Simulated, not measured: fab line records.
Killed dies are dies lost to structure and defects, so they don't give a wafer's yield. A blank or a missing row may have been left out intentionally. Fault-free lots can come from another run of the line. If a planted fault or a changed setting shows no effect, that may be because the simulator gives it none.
Chamber matching | flow berkeley-cmos170 | pecvd-04 running UCB170_V2_CVD_00: 3 sister chambers
The step deposits SiO2 from TEOS/O2, target thk 2000 nm, time 250 s. 6 wafers are shown with their chamber, then 7 later ones without.

== EACH WAFER AND ITS CHAMBER ==
wafer  | chamber | heater-power-w (W) | pressure-mtorr (mTorr)
L802.1 | 1       | 294                | 9010
L805.6 | 1       | 290                | 9023
L813.4 | 0       | 241                | 8962
L813.5 | 2       | 232                | 9030
L816.1 | 0       | 342                | 9012
L816.2 | 2       | 274                | 9001

== WAFERS WHOSE CHAMBER IS MISSING ==
wafer  | heater-power-w (W) | pressure-mtorr (mTorr)
L816.6 | 321                | 9001
L818.1 | 315                | 9005
L818.2 | 295                | 9000
L818.3 | 284                | 8970
L820.3 | 325                | 9015
L820.5 | 281                | 9036
L820.6 | 239                | 8988

== WHICH CHAMBER EACH WENT THROUGH ==
wafer  | from the rows above          | in truth
L816.6 | can't be placed: 0 or 1 or 2 | 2
L818.1 | can't be placed: 1 or 0 or 2 | 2
L818.2 | can't be placed: 0 or 1 or 2 | 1
L818.3 | can't be placed: 0 or 1 or 2 | 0
L820.3 | can't be placed: 1 or 0 or 2 | 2
L820.5 | can't be placed: 1 or 2 or 0 | 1
L820.6 | can't be placed: 0 or 2 or 1 | 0
Placed correctly: 0 of 7. Can't be placed from these rows: 7 (the true chamber is among the candidates in 7). 0 placed wrongly.
How it was worked out, from the rows above alone: a wafer's distance from a chamber is the root of the sum, over the readings, of the square of ((its reading less the chamber's mean) divided by the reading's scatter). The wafer belongs to the nearest chamber; if the next one is less than 2 further off, it can't be placed. The mean given for a chamber averages the wafers shown for that chamber. The scatter: the root of (the sum of the squares of (reading less its chamber's mean) over the shown wafers, divided by (wafers less chambers)).
